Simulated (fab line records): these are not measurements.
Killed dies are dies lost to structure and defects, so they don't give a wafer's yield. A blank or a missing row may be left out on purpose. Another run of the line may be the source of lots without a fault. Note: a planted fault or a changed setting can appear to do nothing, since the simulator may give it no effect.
Which tool was responsible? -- flow ritCmos -- 6 lots with 18 wafers sampled at 2 steps, on a route of 202 steps

WHAT THE GAUGES READ, wafer by wafer
RIT_PLDD_TW_MEAS_10.
lot,measured,on,PLDD_TW
L808,day 3 01:45,filmMetro-01,2350 2364 2369
L810,day 3 14:01,filmMetro-03,2322 2323 2324
L812,day 3 21:32,filmMetro-01,2377 2372 2355
L814,day 4 11:49,filmMetro-03,2325 2336 2324
L816,day 4 16:07,filmMetro-03,2953 2943 2956
L818,day 5 03:20,filmMetro-02,2947 2952 2945

TOOL THAT RAN EACH LOT (tool first, then ch and the chambers of the sampled wafers, then the start)
lot,RIT_PLDD_IMPLANT_08
L808,"implanter-01 ch 0, day 3 01:26"
L810,"implanter-03 ch 0, day 3 13:43"
L812,"implanter-03 ch 0, day 3 21:13"
L814,"implanter-04 ch 0, day 4 11:29"
L816,"implanter-01 ch 0, day 4 15:41"
L818,"implanter-04 ch 0, day 5 03:01"
- RIT_PLDD_IMPLANT_08

THE ANSWER, worked out from the rows above alone
Rule: what is usual is taken from the lots themselves. The widest of any qualifying gaps counts: lots, ordered by their means at a reading, are off when they make up no more than a third of the lots, leave a main group of 4 or more, and stand apart from it by 3 or more times the standard deviation of that group's means. If all means in a main group match to the digits the tables above print for the reading, that group is not used. Also off: a lot with no number at a reading for which 4 or more lots have one. Where the step has rows for the other lots, those lots are counted as sound.
Off: at RIT_PLDD_TW_MEAS_10 (PLDD_TW), L816, L818. Main group: mean 2345, sd 20.
If a tool, at a process step before that reading, ran all the lots that are off and no sound lot after the first of them, it fits. The gauges at RIT_PLDD_TW_MEAS_10 are tried like those tools. No candidate that was tried fits.

WHAT THE SIMULATOR HAD INSERTED
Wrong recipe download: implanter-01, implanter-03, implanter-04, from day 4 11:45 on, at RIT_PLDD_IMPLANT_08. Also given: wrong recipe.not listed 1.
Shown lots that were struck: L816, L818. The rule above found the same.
